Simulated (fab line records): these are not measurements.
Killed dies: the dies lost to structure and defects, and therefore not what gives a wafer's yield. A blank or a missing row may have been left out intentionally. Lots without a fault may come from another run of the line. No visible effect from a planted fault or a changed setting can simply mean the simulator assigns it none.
Which tool did it? | flow rit_cmos | 14 lots, 42 wafers sampled, at 3 steps of a route of 202

## WHAT THE GAUGES SHOWED, per wafer
RIT_NWELL_OVL_MEAS_06.
lot  | measured    | on         | NWELL_OVL (nm)
L249 | day 2 03:23 | overlay-01 | 1.5 1.9 0.2
L250 | day 2 06:40 | overlay-01 | -0.5 2.3 0.3
L252 | day 2 17:53 | overlay-02 | -2.6 -1.5 -2.1
L253 | day 3 02:28 | overlay-01 | 0.1 -1.7 -0.8
L256 | day 3 12:56 | overlay-01 | - - -
L257 | day 3 20:04 | overlay-01 | - - -
L262 | day 4 20:19 | overlay-01 | -0.4 1.1 -1.6
L263 | day 5 00:55 | overlay-01 | -0.7 -0.8 0.0
L264 | day 5 04:43 | overlay-02 | -0.1 -1.1 -1.0
L265 | day 5 09:55 | overlay-02 | -2.3 -2.7 -1.1
L267 | day 5 21:30 | overlay-01 | -1.5 -1.2 -0.8
L268 | day 6 02:59 | overlay-02 | -0.6 -0.3 -1.5
L269 | day 6 05:56 | overlay-02 | -1.6 -0.4 -0.5
L270 | day 6 11:19 | overlay-02 | 0.0 -0.1 -1.0

RIT_PWELL_TW_MEAS_10.
lot  | measured    | on            | PWELL_TW
L249 | day 2 05:39 | film_metro-02 | 950 952 947
L250 | day 2 08:50 | film_metro-02 | 951 947 952
L252 | day 2 20:11 | film_metro-02 | 952 954 950
L253 | day 3 04:39 | film_metro-04 | 959 955 956
L256 | day 3 15:14 | film_metro-02 | 2198 2180 2184
L257 | day 3 22:14 | film_metro-04 | 2218 2229 2218
L262 | day 4 22:37 | film_metro-02 | 942 945 943
L263 | day 5 03:05 | film_metro-02 | 940 947 947
L264 | day 5 07:00 | film_metro-04 | 959 958 951
L265 | day 5 12:17 | film_metro-01 | 934 940 931
L267 | day 5 23:40 | film_metro-02 | 946 947 945
L268 | day 6 05:26 | film_metro-01 | 934 931 931
L269 | day 6 08:31 | film_metro-01 | 932 927 932
L270 | day 6 13:37 | film_metro-02 | 947 942 943

## TOOL THAT RAN EACH LOT (tool first, then ch and the chambers of the sampled wafers, then the start)
lot  | RIT_NWELL_COAT_01
L249 | litho_track-02 ch 0, day 2 02:31
L250 | litho_track-02 ch 0, day 2 05:50
L252 | litho_track-03 ch 0, day 2 17:03
L253 | litho_track-04 ch 0, day 3 01:44
L256 | litho_track-04, day 3 12:14
L257 | litho_track-02, day 3 19:15
L262 | litho_track-04 ch 0, day 4 19:30
L263 | litho_track-04 ch 0, day 5 00:01
L264 | litho_track-03 ch 0, day 5 04:01
L265 | litho_track-02 ch 0, day 5 09:04
L267 | litho_track-02 ch 0, day 5 20:38
L268 | litho_track-04 ch 0, day 6 02:07
L269 | litho_track-03 ch 0, day 6 05:07
L270 | litho_track-03 ch 0, day 6 10:29
- RIT_NWELL_COAT_01: resist thk 1300 nm.

## AS READ BY THE TOOLS THEMSELVES (means over the sampled wafers that have a number; for cases with no such wafer, the mark the record gives instead)
RIT_NWELL_COAT_01.
lot  | tool           | chill_plate_temp_C (C) | dispense_pressure_kPa (kPa)
L249 | litho_track-02 | 23.07                  | 48.0
L250 | litho_track-02 | 22.98                  | 48.0
L252 | litho_track-03 | 22.86                  | 46.8
L253 | litho_track-04 | 22.99                  | 47.3
L256 | litho_track-04 | -                      | -
L257 | litho_track-02 | -                      | -
L262 | litho_track-04 | 22.85                  | 47.3
L263 | litho_track-04 | 22.96                  | 47.3
L264 | litho_track-03 | 22.92                  | 46.8
L265 | litho_track-02 | 22.89                  | 48.0
L267 | litho_track-02 | 23.15                  | 48.0
L268 | litho_track-04 | 23.12                  | 47.3
L269 | litho_track-03 | 23.14                  | 46.8
L270 | litho_track-03 | 23.16                  | 46.8

## THE ANSWER, worked out from the rows above alone
Rule: the usual values come from the lots themselves. Put in order of their means at a reading, lots are off if they are a third of the lots or fewer, leave a main group of 4 or more, and stand apart from it by a gap of 3 or more times the standard deviation of the main group's means; of several such gaps the widest counts. Not used: any main group whose means are identical at the precision the tables above print for the reading. A lot without any number at a reading at which 4 lots or more have one is off too. Any other lot the step has rows for is counted as sound. Order of review: gauges by route order, followed by the tools' own readings, for which a lot's mean as printed above is used. The first step at which some lot is off is used, and at that step the reading that is off furthest; a lot without a number counts as furthest.
Off: L256, L257, seen at RIT_NWELL_OVL_MEAS_06 (NWELL_OVL). Without a number there: L256, L257. Mean -0.6 nm and standard deviation 0.9 in the main group.
A tool fits if, at a process step before that reading, it ran every lot that is off, and no sound lot after the first of them. The gauges at RIT_NWELL_OVL_MEAS_06 aren't tried: what is off there is off at RIT_PWELL_TW_MEAS_10 too, on other tools, and a gauge's error can't cause that. None of those tried fits.

## WHAT THE SIMULATOR HAD INSERTED
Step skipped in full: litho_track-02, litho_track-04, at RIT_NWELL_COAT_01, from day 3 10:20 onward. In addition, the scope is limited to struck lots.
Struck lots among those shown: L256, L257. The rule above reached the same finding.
